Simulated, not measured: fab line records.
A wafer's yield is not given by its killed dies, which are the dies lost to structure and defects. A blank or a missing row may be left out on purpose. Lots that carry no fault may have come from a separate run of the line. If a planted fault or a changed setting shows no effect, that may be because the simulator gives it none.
Comparing a struck lot with a sound one ; flow rit cmos ; 15 out of 202 route steps
Sound: these wafers, L553.4, L553.5, L553.6. Wafers L563.2, L563.4, L563.6 were the ones struck. At the end, the cause is stated.
At each step with rows: each side's tool, then ch and its chambers, then its first start. Under that, the readings that differ: sound wafers ; struck wafers ; difference of the means ; sigmas: that difference in standard deviations of wafers without a fault.
alike: words and numbers the same on both sides, and readings whose means are apart by under 2 such deviations; not compared: readings that were withheld, readings missing a value for some wafer, numbers with overlapping values and no deviation given by the record, and bounds like >300 which may hide the same value.
Wherever a step has rows on one side only, a row that says differs or no value, or a row with sigmas, the two part there. Non-overlapping numbers with no deviation appear without sigmas and do not part them. A reading missing from all wafers of one side parts the sides only when that side holds two or more wafers.

first, 2 steps without rows for these wafers: RIT_ACTIVE_PEB_09; RIT_ACTIVE_DEVELOP_10 (develop time 50 s).
RIT_ACTIVE_CD_MEAS_11: the cd target is 1400 nm.
  sound: cd sem-02 at day 3 11:31; struck: cd sem-02 at day 5 15:56
reading;sound;struck;difference;sigmas
cd nm (nm);1400.5 1399.7 1400.0;1396.0 1394.6 1395.6;-4.7;-2
then, 1 step without rows for these wafers: RIT_ACTIVE_HARDBAKE_12 (time 60 s).
RIT_ACTIVE_ETCH_13: etches Si3N4 in SF6, stops on SiO2, time 210 s, target depth 210 nm.
  sound on rie diel-01 ch 1,2,3, day 3 11:44; struck on rie diel-01 ch 0,3, day 5 16:11
  alike: drypump motor current A, oes product au, run length s, throttle valve pct
  not compared: rf hours counter h
RIT_ACTIVE_STRIP_14: strips in O2, time 180 s.
  sound on plasma asher-03 ch 0,1, day 3 11:55; struck on plasma asher-02 ch 0,1, day 5 16:19
  alike: drypump motor current A
  not compared: rf hours counter h
RIT_ACTIVE_CD_MEAS_90: the cd target is 1400 nm.
  sound: cd sem-02 at day 3 12:05; struck: cd sem-02 at day 5 16:30
reading;sound;struck;difference;sigmas
cd nm (nm);1400.7 1399.7 1399.6;1396.5 1394.5 1395.4;-4.5;-2
then, 4 steps without rows for these wafers: RIT_ACTIVE_CLEAN_15 (cleans in SC1, time 600 s); RIT_ACTIVE_CLEAN_16 (cleans in dHF, time 30 s); RIT_ACTIVE_CLEAN_17 (cleans in SC2, time 600 s); RIT_FOX1_OXIDATION_00 (target thk 350.7 nm, ox time 1130 s).
RIT_FOX1_THK_MEAS_01:
  sound: film metro-04 at day 3 13:53; struck: film metro-02 at day 5 19:37
reading;sound;struck;difference;sigmas
FOX1_OXIDE_THK (nm);339 332 339;352 351 359;+17;+2
RIT_FOX1_WET_ETCH_02: etches SiO2 in BOE, target depth 350 nm, time 390 s.
  sound on wet bench-01 ch 1, day 3 13:55; struck on wet bench-02 ch 0, day 5 19:40
reading;sound;struck;difference;sigmas
run length s (s);416 416 416;434 434 434;+18;+4
then, 1 step without rows for these wafers: RIT_FOX2_OXIDATION_00 (target thk 350.7 nm, ox time 1130 s).
-- the record jumps here: 2 days lie between the struck wafers' starts before and after (it left off in module FOX2 and takes up again in module M1, whose first step shown is number 202 of the route) --
RIT_M1_PROBE_99:
  sound: prober-02 at day 5 11:07; struck: prober-02 at day 7 19:43
  alike: killed at front end, killed dies, killed open, killed short

## WHERE THEY PART
Last at RIT_FOX1_WET_ETCH_02 as far as this record goes, first at RIT_ACTIVE_CD_MEAS_11. Later steps at which nothing parts them and some readings are alike: RIT_M1_PROBE_99.

WHY: what the simulator had put in
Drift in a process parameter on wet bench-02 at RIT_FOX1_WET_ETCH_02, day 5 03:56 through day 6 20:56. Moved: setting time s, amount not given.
